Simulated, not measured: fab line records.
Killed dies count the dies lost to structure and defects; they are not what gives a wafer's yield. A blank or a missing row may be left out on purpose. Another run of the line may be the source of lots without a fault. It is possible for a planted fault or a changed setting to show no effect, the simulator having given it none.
Chamber matching :: flow berkeleyCmos170 :: UCB170_V2_CMP_02 on cmp-02 has 4 sister chambers
The step polishes SiO2. 4 wafers are shown with their chamber, then 8 later ones without.

EACH WAFER AND ITS CHAMBER
wafer: L345.2
chamber: 2
motorCurrentA (A): 16.5

wafer: L347.3
chamber: 1
motorCurrentA (A): 14.5

wafer: L347.4
chamber: 0
motorCurrentA (A): 20.7

wafer: L349.2
chamber: 3
motorCurrentA (A): 17.9

WAFERS MISSING THEIR CHAMBER
wafer: L349.3
motorCurrentA (A): 15.7

wafer: L349.4
motorCurrentA (A): 13.7

wafer: L351.2
motorCurrentA (A): 18.8

wafer: L351.3
motorCurrentA (A): 17.2

wafer: L351.6
motorCurrentA (A): 18.5

wafer: L353.1
motorCurrentA (A): 17.5

wafer: L353.3
motorCurrentA (A): 16.5

wafer: L353.5
motorCurrentA (A): 13.9

WHICH CHAMBER EACH ONE RAN IN
wafer: L349.3
from the rows above: can't be placed: 2 or 1
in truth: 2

wafer: L349.4
from the rows above: 1
in truth: 1

wafer: L351.2
from the rows above: can't be placed: 3 or 0
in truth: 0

wafer: L351.3
from the rows above: can't be placed: 2 or 3
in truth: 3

wafer: L351.6
from the rows above: 3
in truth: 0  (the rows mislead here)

wafer: L353.1
from the rows above: can't be placed: 3 or 2
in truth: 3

wafer: L353.3
from the rows above: 2
in truth: 2

wafer: L353.5
from the rows above: 1
in truth: 1
Placed correctly: 3 of 8. Not placeable from these rows: 4 (in 4, the candidates include the true chamber). 1 placed wrongly.
How it was worked out, from the rows above alone: a wafer's distance from a chamber is the root of the sum, over the readings, of the square of ((its reading less the chamber's mean) divided by the reading's scatter). The wafer belongs to the nearest chamber; if the next one is less than 2 further off, it can't be placed. For every chamber, the mean is computed from those of its wafers that are shown. The scatter: root of mean squared gap, hidden wafer to nearest shown wafer, with one shown wafer a chamber.
